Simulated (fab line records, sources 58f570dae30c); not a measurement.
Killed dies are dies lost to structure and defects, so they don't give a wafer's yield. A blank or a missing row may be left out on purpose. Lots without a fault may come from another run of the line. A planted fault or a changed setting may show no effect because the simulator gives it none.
Split-lot experiment | flow berkeley_cmos170 | 5 lots, 23 wafers read, on a route of 331 steps

THE SPLIT
At UCB170_M3_PEB_13, the setting peb_temp_c was moved away from the recipe's 130 C on 9 of the 23 wafers read, by -1.3% to +2.5%. The other wafers ran this setting at the recipe's value.

FROM THE SPLIT TO THE READING: what the file shows between them, 5 steps
- UCB170_M3_DEVELOP_14: develop time 45 s
- UCB170_M3_CD_MEAS_15: target cd 700 nm
- UCB170_M3_ETCH_17: etches BARC in N2/H2 (also split here: source_w)
- UCB170_M3_METAL_ETCH_18: etches Al in Cl2/BCl3, stops on SiO2, target depth 1170 nm, time 189.2 s
- UCB170_M3_STRIP_19: strips in O2

THE READING
cd_nm, in nm, at UCB170_M3_CD_MEAS_90 (target cd 700 nm). Fault-free wafers of this fab line usually give 700 nm, standard deviation 3 nm.

wafer  | tool, chamber at the split | peb_temp_c as run, C | against the recipe | cd_nm, nm | against lot-mates on the recipe
L075.1 | litho_track-03, 0          | 130                  | recipe             | 696       | -
L075.2 | litho_track-03, 0          | 130                  | recipe             | 696       | -
L075.3 | litho_track-03, 0          | 130                  | recipe             | 698       | -
L075.5 | litho_track-03, 0          | 128.3                | -1.3%              | 709       | +12
L075.6 | litho_track-03, 0          | 128.3                | -1.3%              | 708       | +11
L081.2 | litho_track-01, 0          | 130                  | recipe             | 700       | -
L081.3 | litho_track-01, 0          | 130                  | recipe             | 700       | -
L081.4 | litho_track-01, 0          | 128.6                | -1.1%              | 712       | +12
L081.5 | litho_track-01, 0          | 130                  | recipe             | 700       | -
L081.6 | litho_track-01, 0          | 128.6                | -1.1%              | 708       | +8
L084.1 | litho_track-03, 0          | 133.2                | +2.5%              | 679       | -15
L084.3 | litho_track-03, 0          | 133.2                | +2.5%              | 678       | -16
L084.4 | litho_track-03, 0          | 133.2                | +2.5%              | 675       | -19
L084.5 | litho_track-03, 0          | 130                  | recipe             | 696       | -
L084.6 | litho_track-03, 0          | 130                  | recipe             | 692       | -
L085.1 | litho_track-03, 0          | 130                  | recipe             | 702       | -
L085.2 | litho_track-03, 0          | 130                  | recipe             | 700       | -
L085.3 | litho_track-03, 0          | 131.6                | +1.2%              | 695       | -7
L085.5 | litho_track-03, 0          | 131.6                | +1.2%              | 691       | -11
L085.6 | litho_track-03, 0          | 130                  | recipe             | 703       | -
L083.4 | litho_track-04, 0          | 130                  | recipe             | 704       | -
L083.5 | litho_track-04, 0          | 130                  | recipe             | 703       | -
L083.6 | litho_track-04, 0          | 130                  | recipe             | 704       | -

THE FIT
A straight line over all 23 wafers: cd_nm changes by -8.41 nm for each +1% of peb_temp_c; r = -0.94; the points scatter about the line by 3.4 nm.
The same after taking each lot's own level away (the mean of its wafers on the recipe; 23 wafers): -7.42 nm for each +1%; r = -0.98; scatter 1.7 nm.
On that fit, the largest move of peb_temp_c shifts the reading by 18 nm.
The lots' own levels span 694.0 to 703.7 nm, that is 3.2 times the standard deviation above.
So the lot-to-lot level changes the slope: the two fits differ.
Check: with one of the wafers moved furthest among these (+2.5%) left out of the fit, the line predicts -18.5 nm for it against its lot-mates. It came out at -15 nm against them.

OTHER SPLITS ON THESE WAFERS
These wafers also went through other splits before the reading. Each is held against what the fit with the lots' levels taken away leaves over:
other split on the same wafers | wafers away from the commonest value | r with cd_nm (lot level and that fit taken away)
UCB170_M2_METAL_ETCH_18 time_s | 7                                    | -0.12
UCB170_M3_ETCH_17 source_w     | 10                                   | +0.00

THE WHOLE CHAIN: every reading that the file lists as answering this split, in the file's order
step                    | what it does                                                             | reading                                                   | change (the file's fit)              | r (the file's)
UCB170_M3_CD_MEAS_15    | target cd 700 nm                                                         | cd_nm                                                     | -7.68 nm for each +1% of the setting | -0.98
UCB170_M3_ETCH_17       | etches BARC in N2/H2                                                     | M3.cd_nm (the simulator's own value, which no gauge read) | -7.83 nm for each +1% of the setting | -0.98
UCB170_M3_METAL_ETCH_18 | etches Al in Cl2/BCl3, stops on SiO2, target depth 1170 nm, time 189.2 s | M3.cd_nm (the simulator's own value, which no gauge read) | -7.55 nm for each +1% of the setting | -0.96
UCB170_M3_CD_MEAS_90    | target cd 700 nm                                                         | cd_nm                                                     | -7.51 nm for each +1% of the setting | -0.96

THE FILE'S OWN FIT
cd_nm changes by -7.51 nm for each +1% of peb_temp_c, r = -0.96.
